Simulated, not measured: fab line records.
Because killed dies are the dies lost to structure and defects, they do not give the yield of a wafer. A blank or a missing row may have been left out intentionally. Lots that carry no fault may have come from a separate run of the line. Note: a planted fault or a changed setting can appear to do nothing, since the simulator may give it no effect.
Which tool is to blame? -- flow berkeley-cmos170 -- 36 wafers from 12 lots sampled at 5 of the route's 331 steps

## WHAT THE GAUGES READ, wafer by wafer
UCB170_GATE_OVL_MEAS_13. Usual: GATE_OVL gives 5 nm (standard deviation 4.5).
lot,measured,on,GATE_OVL (nm),flag
L626,day 7 12:10,overlay-01,7 1 6,
L628,day 7 23:20,overlay-02,10 12 8,
L627,day 7 23:35,overlay-02,17 9 13,
L631,day 8 08:05,overlay-01,6 8 7,
L630,day 8 08:30,overlay-02,6 2 9,
L629,day 8 08:32,overlay-01,5 6 11,
L635,day 9 07:43,overlay-02,-4 0 1,
L632,day 9 09:05,overlay-02,9 3 3,
L638,day 10 00:41,overlay-01,5 -1 5,
L641,day 10 12:02,overlay-02,3 0 2,
L646,day 11 02:53,overlay-01,4 7 11,
L647,day 11 15:49,overlay-02,5 6 14,

UCB170_SDANNEAL_RS_MEAS_03: uses a four-point probe to measure. Usual: NSD_RS gives 37.28 ohm/sq (standard deviation 0.089).
lot,measured,on,NSD_RS (ohm/sq),flag
L626,day 8 13:24,film-metro-01,37.21 37.17 37.19,
L628,day 8 17:05,film-metro-02,37.23 37.21 37.21,
L627,day 8 17:38,film-metro-01,37.29 37.29 37.34,
L631,day 9 03:51,film-metro-02,37.28 37.17 37.24,
L630,day 9 04:22,film-metro-03,37.32 37.48 37.25,
L629,day 9 04:30,film-metro-02,37.24 37.29 37.21,
L635,day 10 01:35,film-metro-01,37.34 37.27 37.22,
L632,day 10 02:25,film-metro-03,37.36 37.31 37.30,
L638,day 10 18:34,film-metro-03,37.24 37.45 37.22,
L641,day 11 07:59,film-metro-01,37.36 37.26 37.49,
L646,day 11 19:17,film-metro-01,37.32 37.34 37.37,
L647,day 12 09:44,film-metro-01,37.29 37.28 37.34,

UCB170_V1_CD_MEAS_12 targets a cd of 700 nm. Usual: cd-nm 700.1 nm, standard deviation 1.4.
lot,measured,on,cd-nm (nm),flag
L626,day 9 00:44,cd-sem-01,699.3 700.6 700.0,
L628,day 9 03:21,cd-sem-01,698.9 696.0 697.3,
L627,day 9 04:35,cd-sem-01,701.1 700.2 699.5,
L631,day 9 18:17,cd-sem-02,700.6 702.3 702.8,
L630,day 9 19:11,cd-sem-02,701.1 700.5 702.3,
L629,day 9 20:36,cd-sem-01,698.6 699.7 698.4,
L635,day 10 16:31,cd-sem-01,700.8 701.6 702.0,
L632,day 11 00:43,cd-sem-01,700.3 700.6 699.5,
L638,day 11 10:18,cd-sem-02,707.1 719.5 708.9,OFF
L641,day 11 19:50,cd-sem-01,700.3 700.2 699.3,
L646,day 12 08:46,cd-sem-01,699.1 700.1 700.7,
L647,day 12 22:50,cd-sem-02,699.3 699.7 699.6,

## EACH LOT AND THE TOOL THAT RAN IT (in order: tool; ch and the chambers of the sampled wafers; start)
lot,UCB170_PLDD_STRIP_10,UCB170_V1_EXPOSE_09
L626,"plasma-asher-02 ch 0,1, day 7 16:10","krf-scanner-02 ch 0, day 9 00:14"
L628,"plasma-asher-02 ch 0,1, day 8 02:06","krf-scanner-01 ch 0, day 9 02:49"
L627,"plasma-asher-01 ch 0,1, day 8 02:56","krf-scanner-02 ch 0, day 9 04:12"
L631,"plasma-asher-04 ch 0,1, day 8 11:22","krf-scanner-02 ch 0, day 9 17:34"
L630,"plasma-asher-04 ch 0,1, day 8 11:58","krf-scanner-02 ch 0, day 9 18:47"
L629,"plasma-asher-01 ch 0,1, day 8 12:47","krf-scanner-01 ch 0, day 9 19:56"
L635,"plasma-asher-01 ch 0,1, day 9 11:01","krf-scanner-01 ch 0, day 10 15:15"
L632,"plasma-asher-01 ch 0,1, day 9 13:05","krf-scanner-02 ch 0, day 10 23:34"
L638,"plasma-asher-01 ch 0,1, day 10 03:28","krf-scanner-01 ch 0, day 11 09:54"
L641,"plasma-asher-02 ch 0, day 10 16:26","krf-scanner-02 ch 0, day 11 19:27"
L646,"plasma-asher-04 ch 0,1, day 11 06:28","krf-scanner-02 ch 0, day 12 08:13"
L647,"plasma-asher-04 ch 0,1, day 11 18:01","krf-scanner-02 ch 0, day 12 22:14"
- UCB170_PLDD_STRIP_10: strips in O2.
- UCB170_V1_EXPOSE_09: exposes mask VIA1, target cd 700 nm.

## AS READ BY THE TOOLS THEMSELVES (means over the sampled wafers that have a number; for cases with no such wafer, the mark the record gives instead)
UCB170_PLDD_STRIP_10. Usual: chamber-pressure-mTorr 3500 mTorr, standard deviation 3.1; drypump-motor-current-A 5.9 A, standard deviation 0.45; oes-product-au 0.734 a.u., standard deviation 0.0044; strip-time-to-endpoint-s 21.65 s, standard deviation 0.066.
lot,tool,chamber-pressure-mTorr (mTorr),drypump-motor-current-A (A),oes-product-au (a.u.),strip-time-to-endpoint-s (s),flag
L626,plasma-asher-02,3498,6.3,0.734,21.74,
L628,plasma-asher-02,3498,6.2,0.735,21.60,
L627,plasma-asher-01,3499,5.9,0.731,21.64,
L631,plasma-asher-04,3500,5.4,0.732,21.67,
L630,plasma-asher-04,3497,5.3,0.738,21.73,
L629,plasma-asher-01,3500,5.9,0.739,21.67,
L635,plasma-asher-01,3497,6.2,0.736,21.71,
L632,plasma-asher-01,3502,5.9,0.734,21.69,
L638,plasma-asher-01,3502,5.9,0.734,21.62,
L641,plasma-asher-02,3501,6.4,0.732,21.60,
L646,plasma-asher-04,3500,5.4,0.736,21.64,
L647,plasma-asher-04,3499,5.4,0.737,21.59,

UCB170_V1_EXPOSE_09. Usual: exposure-dose-mJ-cm2 36.97, standard deviation 0.032.
lot,tool,exposure-dose-mJ-cm2,flag
L626,krf-scanner-02,36.99,
L628,krf-scanner-01,37.02,
L627,krf-scanner-02,37.00,
L631,krf-scanner-02,36.95,
L630,krf-scanner-02,36.97,
L629,krf-scanner-01,36.94,
L635,krf-scanner-01,36.93,
L632,krf-scanner-02,36.95,
L638,krf-scanner-01,36.42,OFF
L641,krf-scanner-02,36.97,
L646,krf-scanner-02,36.96,
L647,krf-scanner-02,37.00,

## THE ANSWER, worked out from the rows above alone
Rule: lot off if the mean of its wafers having a number is beyond 3 standard deviations from the usual mean. A lot without any number at a reading at which 4 lots or more have one is off too. Any other lot the step has rows for is counted as sound. After the gauges, taken in route order, come the tools' own readings; for these a lot's mean is taken, as printed above. The first step at which some lot is off is used, and at that step the reading that is off furthest; a lot without a number counts as furthest.
Off: L638, at UCB170_V1_CD_MEAS_12 (cd-nm).
If a tool, at a process step before that reading, ran all the lots that are off and no sound lot after the first of them, it fits. The gauges at UCB170_V1_CD_MEAS_12 aren't tried: what is off there is off at UCB170_V1_EXPOSE_09 too, on other tools, and a gauge's error can't cause that. Undecided on this evidence; 2 tools fit (plasma-asher-01 at UCB170_PLDD_STRIP_10, krf-scanner-01 at UCB170_V1_EXPOSE_09).

## WHAT HAD BEEN PUT IN BY THE SIMULATOR
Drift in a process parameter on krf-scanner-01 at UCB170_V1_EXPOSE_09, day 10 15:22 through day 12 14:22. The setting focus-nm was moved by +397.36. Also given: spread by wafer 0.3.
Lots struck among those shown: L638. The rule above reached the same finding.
